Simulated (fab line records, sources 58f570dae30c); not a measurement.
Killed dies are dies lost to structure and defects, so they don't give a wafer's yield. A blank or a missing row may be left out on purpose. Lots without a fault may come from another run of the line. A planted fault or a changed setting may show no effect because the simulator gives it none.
A struck lot beside a sound one | flow berkeley_cmos170 | 24 steps out of a route of 331
Sound: wafers L798.3, L798.5, L798.6. Struck: wafers L786.1, L786.2, L786.4. The cause comes at the end.
At each step with rows: each side's tool, then ch and its chambers, then its first start. Under that, the readings that differ: sound wafers | struck wafers | difference of the means | sigmas: that difference in standard deviations of wafers without a fault.
alike: readings whose means differ by less than 2 such deviations, and words and numbers that are the same on both sides. not compared: withheld readings, readings that some wafer has no value for, bounds like >300 that may hide the same value, and numbers for which the record gives no deviation and whose values overlap.
The two part at a step that has a row with sigmas, a row that says differs or no value, or rows on one side only. Numbers that don't overlap but have no deviation are shown without sigmas and don't part them. A reading that every wafer of one side lacks parts them only if that side has two wafers or more.

first, 4 steps without rows for these wafers: UCB170_PWELL_WET_ETCH_19 (etches Si3N4 in H3PO4, time 14400 s); UCB170_PWELL_WET_ETCH_20 (etches SiO2 in BOE, time 22 s); UCB170_WELLDRIVE_CLEAN_00 (cleans in SPM, time 600 s); UCB170_WELLDRIVE_OXIDATION_01 (target thk 199 nm, ox time 9000 s).
UCB170_WELLDRIVE_THK_MEAS_02:
  sound on film_metro-01, day 7 16:52; struck on film_metro-02, day 4 17:46
  reading                  | sound       | struck      | difference | sigmas
  WELLDRIVE_OXIDE_THK (nm) | 211 207 210 | 201 201 198 | -9         | -2
then, 5 steps without rows for these wafers: UCB170_WELLDRIVE_ANNEAL_03 (time 900 s); UCB170_WELLDRIVE_WET_ETCH_04 (etches SiO2 in BOE, time 120 s); UCB170_ACTIVE_CLEAN_00 (cleans in SPM, time 600 s); UCB170_ACTIVE_CLEAN_01 (cleans in dHF, time 60 s); UCB170_ACTIVE_OXIDATION_02 (target thk 26.4 nm, ox time 1260 s).
UCB170_ACTIVE_THK_MEAS_03:
  sound on film_metro-03, day 8 02:42; struck on film_metro-03, day 5 05:17
  alike: ACTIVE_OXIDE_THK
then, 1 step without rows for these wafers: UCB170_ACTIVE_ANNEAL_04 (time 900 s).
UCB170_ACTIVE_CVD_05: deposits Si3N4 from SiH2Cl2/NH3, target thk 220 nm, time 3300 s.
  sound on lpcvd-01 ch 0, day 8 05:17; struck on lpcvd-02 ch 0, day 5 11:22
  reading                                  | sound           | struck            | difference | sigmas
  model.Si3N4_of_ACTIVE_CVD_05.thk_nm (nm) | 221.4 220.4 222 | 337.3 336.3 335.2 | +115.0     |
UCB170_ACTIVE_THK_MEAS_06:
  sound on film_metro-03, day 8 07:13; struck on film_metro-04, day 5 13:17
  reading                 | sound             | struck            | difference | sigmas
  ACTIVE_NITRIDE_THK (nm) | 221.3 220.2 222.2 | 337.3 336.4 335.4 | +115.1     | +50
then, 6 steps without rows for these wafers: UCB170_ACTIVE_HMDS_07 (prime time 60 s); UCB170_ACTIVE_COAT_08 (resist thk 900 nm); UCB170_ACTIVE_SOFTBAKE_09 (time 60 s); UCB170_ACTIVE_EXPOSE_10 (exposes mask ACTIVE, target cd 1200 nm); UCB170_ACTIVE_PEB_11; UCB170_ACTIVE_DEVELOP_12 (develop time 45 s).
UCB170_ACTIVE_CD_MEAS_13: target cd 1200 nm.
  sound on cd_sem-02, day 8 09:11; struck on cd_sem-01, day 5 14:11
  alike: cd_nm
UCB170_ACTIVE_OVL_MEAS_14:
  sound on overlay-02, day 8 09:17; struck on overlay-01, day 5 14:19
  alike: ACTIVE_OVL
UCB170_ACTIVE_ETCH_15: etches Si3N4 in CH3F/Ar/O2, stops on SiO2, target depth 242 nm, time 151 s.
  sound on rie_diel-03 ch 1,2,3, day 8 09:18; struck on rie_diel-03 ch 0,2,3, day 5 14:20
  reading                  | sound             | struck            | difference | sigmas
  oes_product_au (a.u.)    | 0.924 0.938 0.953 | 0.999 1.006 1.010 | +0.067     | +5
  model.etch.depth_nm (nm) | 221.4 220.4 222   | 244.5 246.1 243.2 | +23.3      |
  alike: CH3F_flow_sccm, O2_flow_sccm, chamber_pressure_mTorr, drypump_motor_current_A, throttle_valve_pct
  not compared: rf_hours_counter_h
UCB170_ACTIVE_STRIP_16: strips in O2.
  sound on plasma_asher-01 ch 0,1, day 8 09:26; struck on plasma_asher-02 ch 0,1, day 5 14:26
  reading                        | sound          | struck         | difference | sigmas
  chamber_pressure_mTorr (mTorr) | 3508 3506 3497 | 3494 3499 3494 | -8         | -2
  alike: drypump_motor_current_A, oes_product_au, strip_time_to_endpoint_s
  not compared: rf_hours_counter_h

WHERE THEY PART
First at UCB170_WELLDRIVE_THK_MEAS_02; last, within this record, at UCB170_ACTIVE_STRIP_16.

WHY: what the simulator had put in
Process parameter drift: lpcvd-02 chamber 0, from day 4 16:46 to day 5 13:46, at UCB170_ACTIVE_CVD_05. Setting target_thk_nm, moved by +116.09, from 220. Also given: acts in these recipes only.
